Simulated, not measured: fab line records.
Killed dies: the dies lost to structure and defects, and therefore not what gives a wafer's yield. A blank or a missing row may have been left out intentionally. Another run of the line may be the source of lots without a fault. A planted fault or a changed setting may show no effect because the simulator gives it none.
Which tool did it? | flow rit-cmos | Sampling: 15 lots, 45 wafers, 2 of 202 route steps

== WHAT THE GAUGES READ, wafer by wafer ==
RIT_CONTACT_OVL_MEAS_09. Usual: CONTACT_OVL typically reads 0.5 nm, with standard deviation 1.4.
lot  | measured    | on         | CONTACT_OVL (nm)                    | flag
L696 | day 3 04:48 | overlay-02 | 1.7 1.5 0.6                         |
L697 | day 3 08:55 | overlay-02 | 1.3 1.3 3.0                         |
L700 | day 4 01:04 | overlay-02 | -0.1 1.6 1.6                        |
L701 | day 4 05:25 | overlay-02 | 1.1 -2.1 0.7                        |
L702 | day 4 09:54 | overlay-02 | -0.1 -1.7 -0.4                      |
L703 | day 4 14:16 | overlay-01 | 0.0 1.0 0.4                         |
L704 | day 4 21:28 | overlay-02 | -1.8 0.1 0.8                        |
L705 | day 5 02:18 | overlay-02 | 2.5 1.7 0.1                         |
L706 | day 5 05:10 | overlay-01 | 1.3 2.5 -0.3                        |
L707 | day 5 10:38 | overlay-02 | -0.2 2.3 2.4                        |
L708 | day 5 18:32 | overlay-01 | 1.3 4.0 3.0                         |
L715 | day 7 02:23 | overlay-02 | 129.0 129.5 128.9 129.7 129.9 129.0 | OFF
L716 | day 7 08:02 | overlay-02 | 130.6 129.4 129.3 130.9 129.8 129.8 | OFF
L717 | day 7 13:18 | overlay-02 | 128.4 130.7 127.8 129.1 130.9 128.6 | OFF
L719 | day 7 22:16 | overlay-02 | -1.3 -2.7 -1.3                      |

== WHICH TOOL RAN EACH LOT (tool, then ch and the chambers of the sampled wafers, then the start) ==
lot  | RIT_CONTACT_EXPOSE_05
L696 | iline-stepper-01 ch 0, day 3 04:11
L697 | iline-stepper-01 ch 0, day 3 08:19
L700 | iline-stepper-02 ch 0, day 4 00:26
L701 | iline-stepper-02 ch 0, day 4 04:47
L702 | iline-stepper-02 ch 0, day 4 09:17
L703 | iline-stepper-02 ch 0, day 4 13:37
L704 | iline-stepper-01 ch 0, day 4 20:50
L705 | iline-stepper-01 ch 0, day 5 01:43
L706 | iline-stepper-01 ch 0, day 5 04:32
L707 | iline-stepper-01 ch 0, day 5 10:01
L708 | iline-stepper-01 ch 0, day 5 17:55
L715 | iline-stepper-02 ch 0, day 7 01:47
L716 | iline-stepper-02 ch 0, day 7 07:25
L717 | iline-stepper-02 ch 0, day 7 12:40
L719 | iline-stepper-01 ch 0, day 7 21:39
- RIT_CONTACT_EXPOSE_05: exposes mask M11, target cd 1000 nm.

== WHAT THE TOOLS THEMSELVES READ (means of the sampled wafers that have a number; where no wafer has one, the mark that the record gives instead) ==
The record holds no such reading with a usual standard deviation.

== THE ANSWER, worked out from the rows above alone ==
Rule: take the mean of a lot's wafers that have a number; if it is more than 3 standard deviations from the usual mean, the lot is off. A lot without any number at a reading at which 4 lots or more have one is off too. The other lots that the step has rows for count as sound. The gauges are gone through in route order, then the tools' own readings, and for those a lot's mean is taken as printed above. The first step at which some lot is off is used, and at that step the reading that is off furthest; a lot without a number counts as furthest.
Off: L715, L716, L717, seen at RIT_CONTACT_OVL_MEAS_09 (CONTACT_OVL).
If a tool, at a process step before that reading, ran all the lots that are off and no sound lot after the first of them, it fits. Those tools and the gauges at RIT_CONTACT_OVL_MEAS_09 are tried in the same way. One fits: iline-stepper-02 at RIT_CONTACT_EXPOSE_05. A fault onset in the window from L703 (day 4 13:37, its last sound lot) to L715 (day 7 01:47, its first lot off) fits.

== WHAT HAD BEEN PUT IN BY THE SIMULATOR ==
Scanner matching overlay: iline-stepper-02, from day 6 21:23 on, at RIT_CONTACT_EXPOSE_05. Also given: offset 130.
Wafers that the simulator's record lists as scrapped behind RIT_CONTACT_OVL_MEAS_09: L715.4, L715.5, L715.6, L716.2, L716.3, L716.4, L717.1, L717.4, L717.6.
Lots struck among those shown: L715, L716, L717. The rule above found the same.
